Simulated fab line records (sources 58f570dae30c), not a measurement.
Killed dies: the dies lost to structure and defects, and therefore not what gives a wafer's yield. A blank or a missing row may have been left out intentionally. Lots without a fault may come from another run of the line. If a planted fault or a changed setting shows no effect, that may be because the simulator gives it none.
Matching of chambers + flow berkeley_cmos170 + UCB170_GATE_ETCH_15 on rie_si-02 has 4 sister chambers
The step etches poly-Si in HBr/Cl2, stops on SiO2, time 56.3 s, target depth 278.2 nm. 7 wafers are shown with their chamber, then 7 later ones without.

## EACH WAFER AND ITS CHAMBER
| wafer  | chamber | throttle_valve_pct (%) | drypump_motor_current_A (A) |
|--------|---------|------------------------|-----------------------------|
| L448.2 | 0       | 25.99                  | 6.1                         |
| L448.6 | 1       | 26.61                  | 5.2                         |
| L450.2 | 2       | 26.25                  | 5.1                         |
| L450.5 | 3       | 26.38                  | 5.9                         |
| L450.6 | 0       | 25.99                  | 6.1                         |
| L456.1 | 2       | 26.26                  | 5.0                         |
| L456.3 | 3       | 26.38                  | 5.9                         |

## WAFERS MISSING THEIR CHAMBER
| wafer  | throttle_valve_pct (%) | drypump_motor_current_A (A) |
|--------|------------------------|-----------------------------|
| L456.4 | 26.81                  | 5.2                         |
| L459.3 | 26.80                  | 5.2                         |
| L459.5 | 25.98                  | 6.1                         |
| L459.6 | 26.80                  | 5.2                         |
| L460.1 | 26.37                  | 5.9                         |
| L460.4 | 26.27                  | 5.1                         |
| L460.5 | 26.80                  | 5.2                         |

## WHICH CHAMBER EACH ONE RAN IN
| wafer  | from the rows above | in truth |
|--------|---------------------|----------|
| L456.4 | 1                   | 1        |
| L459.3 | 1                   | 1        |
| L459.5 | 0                   | 0        |
| L459.6 | 1                   | 1        |
| L460.1 | 3                   | 3        |
| L460.4 | 2                   | 2        |
| L460.5 | 1                   | 1        |
Correctly placed: 7 of 7. Not placeable from these rows: 0. Placed wrongly: 0.
How it was worked out, from the rows above alone: a wafer's distance from a chamber is the root of the sum, over the readings, of the square of ((its reading less the chamber's mean) divided by the reading's scatter). The wafer belongs to the nearest chamber; if the next one is less than 2 further off, it can't be placed. A chamber's mean is the mean of its shown wafers. The scatter is the square root of a quotient: the sum, over the shown wafers, of each reading's squared deviation from its chamber's mean, divided by wafers minus chambers.
